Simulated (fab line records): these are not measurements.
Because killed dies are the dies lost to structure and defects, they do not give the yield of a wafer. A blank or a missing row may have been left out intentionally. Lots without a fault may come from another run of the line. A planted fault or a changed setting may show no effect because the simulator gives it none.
What tool caused it?    flow berkeley_cmos170    13 lots, 39 wafers sampled, at 6 steps of a route of 331

## WHAT THE GAUGES READ, wafer by wafer
UCB170_NWELL_THK_MEAS_05. Usual: for NWELL_NITRIDE_THK the level is 224.1 nm and the standard deviation is 2.
lot   measured     on             NWELL_NITRIDE_THK (nm)               flag
L296  day 2 04:04  film_metro-04  222.1 222.5 222.9                    
L298  day 2 18:26  film_metro-04  220.9 220.4 220.8                    
L299  day 2 23:20  film_metro-04  226.3 223.8 223.7                    
L302  day 3 12:15  film_metro-04  225.7 224.9 227.1                    
L304  day 4 00:22  film_metro-03  208.0 208.3 206.2 208.3 208.3 206.2  OFF
L309  day 5 00:32  film_metro-01  223.1 222.4 222.0                    
L313  day 5 18:01  film_metro-01  224.1 225.3 227.0                    
L314  day 5 22:30  film_metro-04  223.9 224.7 225.1                    
L315  day 6 05:07  film_metro-03  220.3 221.8 223.7                    
L316  day 6 20:14  film_metro-03  223.5 223.6 224.4                    
L317  day 6 20:14  film_metro-01  226.8 228.6 227.3                    
L318  day 6 22:33  film_metro-01  224.7 223.1 225.0                    
L319  day 6 22:32  film_metro-04  224.7 224.6 224.7                    

UCB170_PFIELD_OVL_MEAS_06. Usual: for PFIELD_OVL the level is 4 nm and the standard deviation is 6.
lot   measured     on          PFIELD_OVL (nm)  flag
L296  day 4 18:34  overlay-01  -5 -4 -1         
L298  day 5 02:14  overlay-02  16 14 10         
L299  day 5 02:56  overlay-02  12 11 6          
L302  day 5 09:10  overlay-02  10 8 3           
L304  day 5 23:05  overlay-02  5 1 -3           
L309  day 6 22:41  overlay-02  3 7 9            
L313  day 7 18:04  overlay-02  -3 -2 -1         
L314  day 7 23:01  overlay-02  4 7 3            
L315  day 8 08:06  overlay-02  1 -2 4           
L316  day 9 04:52  overlay-01  -4 6 3           
L317  day 9 05:12  overlay-02  -4 -1 2          
L318  day 9 05:08  overlay-01  -2 -6 7          
L319  day 9 04:55  overlay-02  -2 -5 2          

UCB170_M3_BOW_MEAS_20. Usual: for M3_BOW the level is 36 um and the standard deviation is 6.8.
lot   measured      on             M3_BOW (um)  flag
L296  day 8 09:26   film_metro-02  37 40 40     
L298  day 8 14:16   film_metro-03  45 45 44     
L299  day 8 15:35   film_metro-03  39 31 39     
L302  day 8 15:22   film_metro-03  46 32 26     
L304  day 9 15:54   film_metro-02  42 32 39     
L309  day 10 23:29  film_metro-02  34 30 46     
L313  day 11 12:09  film_metro-03  36 37 41     
L314  day 11 16:38  film_metro-03  36 22 43     
L315  day 12 03:14  film_metro-02  38 42 32     
L316  day 12 15:09  film_metro-03  50 33 41     
L317  day 12 18:47  film_metro-02  30 23 40     
L318  day 12 19:22  film_metro-02  32 28 30     
L319  day 12 14:52  film_metro-02  35 23 24     

## EACH LOT AND THE TOOL THAT RAN IT (in order: tool; ch and the chambers of the sampled wafers; start)
lot   UCB170_NWELL_CVD_04         UCB170_NWELL_ETCH_13               UCB170_NVT_STRIP_08
L296  lpcvd-02 ch 0, day 2 02:08  rie_diel-01 ch 0,1,2, day 2 05:20  plasma_asher-01 ch 0,1, day 6 01:05
L298  lpcvd-01 ch 1, day 2 16:29  rie_diel-03 ch 0,1,3, day 2 19:27  plasma_asher-02 ch 0,1, day 6 06:47
L299  lpcvd-01 ch 0, day 2 21:24  rie_diel-01 ch 1,2,3, day 3 00:34  plasma_asher-04 ch 0,1, day 6 07:09
L302  lpcvd-02 ch 0, day 3 10:19  rie_diel-02 ch 0,3, day 3 13:19    plasma_asher-04 ch 0,1, day 6 14:13
L304  lpcvd-02 ch 1, day 3 22:26  rie_diel-03 ch 0,1,2, day 4 04:41  plasma_asher-04 ch 0,1, day 7 07:29
L309  lpcvd-01 ch 1, day 4 22:36  rie_diel-02 ch 0,3, day 5 02:10    plasma_asher-01 ch 0,1, day 8 05:02
L313  lpcvd-01 ch 0, day 5 16:04  rie_diel-03 ch 0,1,2, day 5 19:03  plasma_asher-04 ch 0,1, day 9 01:02
L314  lpcvd-01 ch 1, day 5 20:34  rie_diel-03 ch 0,1,2, day 5 23:31  plasma_asher-01 ch 0,1, day 9 08:06
L315  lpcvd-01 ch 1, day 6 03:11  rie_diel-03 ch 1,2, day 6 06:26    plasma_asher-01 ch 0,1, day 9 17:08
L316  lpcvd-02 ch 1, day 6 18:17  rie_diel-01 ch 0,3, day 6 22:28    plasma_asher-02 ch 0,1, day 10 09:07
L317  lpcvd-02 ch 0, day 6 18:17  rie_diel-03 ch 0,1,2, day 6 22:04  plasma_asher-01 ch 0,1, day 10 09:05
L318  lpcvd-02 ch 1, day 6 20:37  rie_diel-03 ch 0,1,2, day 7 00:34  plasma_asher-04 ch 0,1, day 10 09:12
L319  lpcvd-02 ch 1, day 6 20:37  rie_diel-01 ch 0,2, day 7 00:25    plasma_asher-04 ch 0,1, day 10 08:49
- UCB170_NWELL_CVD_04: deposits Si3N4 from SiH2Cl2/NH3, target thk 224 nm, time 3360 s.
- UCB170_NWELL_ETCH_13: etches Si3N4 in CH3F/Ar/O2, stops on SiO2, target depth 246.4 nm, time 154 s.
- UCB170_NVT_STRIP_08: strips in O2.

## AS READ BY THE TOOLS THEMSELVES (means over the sampled wafers that have a number; for cases with no such wafer, the mark the record gives instead)
UCB170_NWELL_CVD_04. Usual: nh3_flow_sccm 75.01 sccm, standard deviation 0.25; pressure_mtorr 200.0 mTorr, standard deviation 0.42; spike_tc_source_C 823 C, standard deviation 4.5; zone_power_source_pct 21.1 %, standard deviation 1.8.
lot   tool      nh3_flow_sccm (sccm)  pressure_mtorr (mTorr)  spike_tc_source_C (C)  zone_power_source_pct (%)  flag
L296  lpcvd-02  74.83                 199.8                   828                    22.9                       
L298  lpcvd-01  74.98                 199.7                   817                    20.1                       
L299  lpcvd-01  74.75                 199.7                   821                    17.9                       
L302  lpcvd-02  75.11                 200.3                   827                    22.6                       
L304  lpcvd-02  74.71                 160.0                   827                    22.0                       OFF
L309  lpcvd-01  75.03                 199.8                   817                    19.8                       
L313  lpcvd-01  75.05                 200.1                   822                    17.9                       
L314  lpcvd-01  75.11                 200.3                   816                    20.0                       
L315  lpcvd-01  75.11                 199.7                   816                    20.2                       
L316  lpcvd-02  74.66                 200.1                   825                    22.0                       
L317  lpcvd-02  75.14                 200.5                   827                    22.7                       
L318  lpcvd-02  75.41                 200.5                   827                    22.2                       
L319  lpcvd-02  75.22                 200.2                   826                    21.8                       

UCB170_NWELL_ETCH_13. Usual: drypump_motor_current_A 5.9 A, standard deviation 0.4; oes_product_au 0.948 a.u., standard deviation 0.013; throttle_valve_pct 8.05 %, standard deviation 0.13.
lot   tool         drypump_motor_current_A (A)  oes_product_au (a.u.)  throttle_valve_pct (%)  flag
L296  rie_diel-01  5.9                          0.943                  8.01                    
L298  rie_diel-03  5.8                          0.943                  8.10                    
L299  rie_diel-01  5.9                          0.947                  8.05                    
L302  rie_diel-02  6.2                          0.960                  7.91                    
L304  rie_diel-03  5.7                          0.904                  8.09                    OFF
L309  rie_diel-02  5.9                          0.947                  7.94                    
L313  rie_diel-03  5.8                          0.954                  8.11                    
L314  rie_diel-03  5.8                          0.956                  8.10                    
L315  rie_diel-03  5.9                          0.944                  8.00                    
L316  rie_diel-01  6.0                          0.947                  8.08                    
L317  rie_diel-03  5.7                          0.953                  8.10                    
L318  rie_diel-03  5.8                          0.948                  8.11                    
L319  rie_diel-01  5.6                          0.951                  8.00                    

UCB170_NVT_STRIP_08. Usual: drypump_motor_current_A 5.84 A, standard deviation 0.13; o2_flow_sccm 400.2 sccm, standard deviation 1.1; oes_product_au 0.735 a.u., standard deviation 0.0044; strip_time_to_endpoint_s 21.63 s, standard deviation 0.061.
lot   tool             drypump_motor_current_A (A)  o2_flow_sccm (sccm)  oes_product_au (a.u.)  strip_time_to_endpoint_s (s)  flag
L296  plasma_asher-01  5.93                         400.0                0.733                  21.70                         
L298  plasma_asher-02  5.89                         399.7                0.734                  21.61                         
L299  plasma_asher-04  5.74                         400.6                0.736                  21.66                         
L302  plasma_asher-04  5.74                         402.0                0.734                  21.56                         
L304  plasma_asher-04  5.72                         400.8                0.737                  21.65                         
L309  plasma_asher-01  5.94                         398.9                0.736                  21.60                         
L313  plasma_asher-04  5.70                         401.0                0.735                  21.60                         
L314  plasma_asher-01  5.96                         400.4                0.734                  21.70                         
L315  plasma_asher-01  5.96                         399.7                0.734                  21.56                         
L316  plasma_asher-02  5.79                         399.8                0.735                  21.53                         
L317  plasma_asher-01  5.92                         399.9                0.734                  21.64                         
L318  plasma_asher-04  5.68                         400.6                0.735                  21.67                         
L319  plasma_asher-04  5.70                         399.4                0.738                  21.65                         

## THE ANSWER, worked out from the rows above alone
Rule: a lot counts as off when the mean over its wafers that have a number is more than 3 standard deviations away from the usual mean. A lot without any number at a reading at which 4 lots or more have one is off too. The other lots that the step has rows for count as sound. After the gauges, taken in route order, come the tools' own readings; for these a lot's mean is taken, as printed above. At the first step where some lot is off, the reading lying furthest off is the one used; lots without a number count as furthest.
Off: L304, seen at UCB170_NWELL_THK_MEAS_05 (NWELL_NITRIDE_THK).
If a tool, at a process step before that reading, ran all the lots that are off and no sound lot after the first of them, it fits. The gauges at UCB170_NWELL_THK_MEAS_05 aren't tried: what is off there is off at UCB170_NWELL_CVD_04 too, on other tools, and a gauge's error can't cause that. No candidate that was tried fits.

## WHAT THE SIMULATOR HAD PUT IN
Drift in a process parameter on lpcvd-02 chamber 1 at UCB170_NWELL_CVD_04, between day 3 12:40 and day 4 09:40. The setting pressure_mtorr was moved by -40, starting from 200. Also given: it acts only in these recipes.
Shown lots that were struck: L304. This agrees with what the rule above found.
